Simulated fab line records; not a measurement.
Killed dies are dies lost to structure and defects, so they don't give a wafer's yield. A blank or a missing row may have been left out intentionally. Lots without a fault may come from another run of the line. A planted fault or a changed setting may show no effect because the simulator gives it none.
Struck lot and sound lot, side by side | flow berkeley cmos170 | 27 out of 331 route steps
Sound: wafers L846.1, L846.4, L846.6. Wafers L851.1, L851.3, L851.6 were the ones struck. Last of all comes the cause.
Each step with rows lists, per side, the tool, then ch with its chambers, then its first start. Under that, the readings that differ: sound wafers | struck wafers | difference of the means | sigmas: that difference in standard deviations of wafers without a fault.
alike: same words and numbers on both sides, and readings whose means sit less than 2 such deviations apart. not compared: any withheld reading, any reading some wafer has no value for, any bound like >300 that may hide the same value, and any number with overlapping values for which the record gives no deviation.
Wherever a step has rows on one side only, a row that says differs or no value, or a row with sigmas, the two part there. Numbers that have no deviation but don't overlap get no sigmas and don't part them. A reading missing from all wafers of one side parts the sides only when that side holds two or more wafers.

first, 1 step without rows for these wafers: UCB170_PSD_IMPLANT_08.
UCB170_PSD_STRIP_09: strips in O2.
  sound on plasma asher-01 ch 0, day 7 13:42; struck on plasma asher-03 ch 0,1, day 9 06:22
  alike: drypump motor current A, oes product au, strip time to endpoint s
  not compared: rf hours counter h
UCB170_PSD_TW_MEAS_10:
  sound on film metro-01, day 7 13:48; struck on film metro-04, day 9 06:28
  alike: PSD_TW
then, 5 steps without rows for these wafers: UCB170_PSD_CLEAN_11 (cleans in SPM, time 600 s); UCB170_NSD_HMDS_00 (prime time 60 s); UCB170_NSD_COAT_01 (resist thk 900 nm); UCB170_NSD_SOFTBAKE_02 (time 60 s); UCB170_NSD_EXPOSE_03 (exposes mask NSELECT MOD, target cd 1200 nm).
UCB170_NSD_PEB_04:
  sound on litho track-01 ch 0, day 7 15:05; struck on litho track-01 ch 0, day 9 09:06
  alike: plate sensor t centre C, plate sensor t edge C
then, 1 step without rows for these wafers: UCB170_NSD_DEVELOP_05 (develop time 45 s).
UCB170_NSD_CD_MEAS_06 targets a cd of 1200 nm.
  sound on cd sem-01, day 7 15:21; struck on cd sem-01, day 9 09:22
  alike: cd nm
UCB170_NSD_OVL_MEAS_07:
  sound on overlay-01, day 7 15:28; struck on overlay-02, day 9 09:29
  alike: NSD_OVL
UCB170_NSD_IMPLANT_08:
  sound on implanter-03 ch 0, day 7 15:31; struck on implanter-03 ch 0, day 9 09:32
  reading                          | sound                            | struck                          | difference | sigmas
  dose ions cm2                    | 2.9988e+15 2.9992e+15 3.0007e+15 | 2.101e+15 2.0977e+15 2.1058e+15 | -8.981e+14 | -99 or more
  end station pressure torr (Torr) | 1.22e-05 1.27e-05 1.34e-05       | 1.05e-05 1.02e-05 1.08e-05      | -2.27e-06  | -4
  faraday current uA               | 9452 9538 9340                   | 6655 6222 6487                  | -2989      | -17
UCB170_NSD_STRIP_09: strips in O2.
  sound on plasma asher-04 ch 0,1, day 7 15:40; struck on plasma asher-02 ch 0,1, day 9 09:41
  reading                      | sound             | struck            | difference | sigmas
  oes product au (a.u.)        | 0.533 0.542 0.539 | 0.553 0.564 0.568 | +0.024     | +5
  strip time to endpoint s (s) | 35.82 35.80 35.81 | 32.41 32.51 32.44 | -3.36      | -41
  alike: drypump motor current A
  not compared: rf hours counter h
UCB170_NSD_TW_MEAS_10:
  sound on film metro-01, day 7 15:46; struck on film metro-04, day 9 09:47
  reading | sound          | struck         | difference | sigmas
  NSD_TW  | 4237 4245 4240 | 4069 4082 4064 | -169       | -4
then, 4 steps without rows for these wafers: UCB170_NSD_CLEAN_11 (cleans in SPM, time 600 s); UCB170_BACKSIDE_HMDS_00 (prime time 60 s); UCB170_BACKSIDE_COAT_01 (resist thk 900 nm); UCB170_BACKSIDE_SOFTBAKE_02 (time 60 s).
UCB170_BACKSIDE_STRIP_03: strips in O2.
  sound on plasma asher-03 ch 0,1, day 7 16:43; struck on plasma asher-03 ch 0,1, day 9 11:12
  alike: drypump motor current A, oes product au, strip time to endpoint s
  not compared: rf hours counter h
then, 1 step without rows for these wafers: UCB170_BACKSIDE_CLEAN_04 (cleans in SPM, time 600 s).
UCB170_SDANNEAL_RTA_00: time 10 s.
  sound on rtp anneal-02 ch 0, day 7 16:59; struck on rtp anneal-02 ch 0, day 9 11:28
  alike: lamp power pct, wafer_temp_C_max
UCB170_SDANNEAL_RTA_01: time 5 s.
  sound on rtp anneal-02 ch 0, day 7 17:04; struck on rtp anneal-02 ch 0, day 9 11:32
  alike: lamp power pct, wafer_temp_C_max
UCB170_SDANNEAL_RS_MEAS_02: a four-point-probe measurement.
  sound on film metro-01, day 7 17:07; struck on film metro-01, day 9 11:36
  alike: PSD_RS
UCB170_SDANNEAL_RS_MEAS_03: a four-point-probe measurement.
  sound on film metro-01, day 7 17:14; struck on film metro-01, day 9 11:43
  reading         | sound             | struck            | difference | sigmas
  NSD_RS (ohm/sq) | 37.37 37.27 37.31 | 45.54 45.54 45.55 | +8.23      | +82
UCB170_SDANNEAL_RS_MEAS_04: a four-point-probe measurement.
  sound on film metro-01, day 7 17:22; struck on film metro-01, day 9 11:50
  reading          | sound          | struck         | difference | sigmas
  PLDD_RS (ohm/sq) | 1040 1036 1039 | 1026 1032 1032 | -8         | -3
UCB170_M3_PROBE_99:
  record: rows for the struck wafers here (prober-01, day 10 14:17), none for the sound ones

## WHERE THEY PART
Last at UCB170_M3_PROBE_99 as far as this record goes, first at UCB170_NSD_IMPLANT_08.

WHY: the cause the simulator had injected
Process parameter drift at UCB170_NSD_IMPLANT_08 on implanter-03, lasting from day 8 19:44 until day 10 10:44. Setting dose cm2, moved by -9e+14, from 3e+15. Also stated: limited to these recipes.
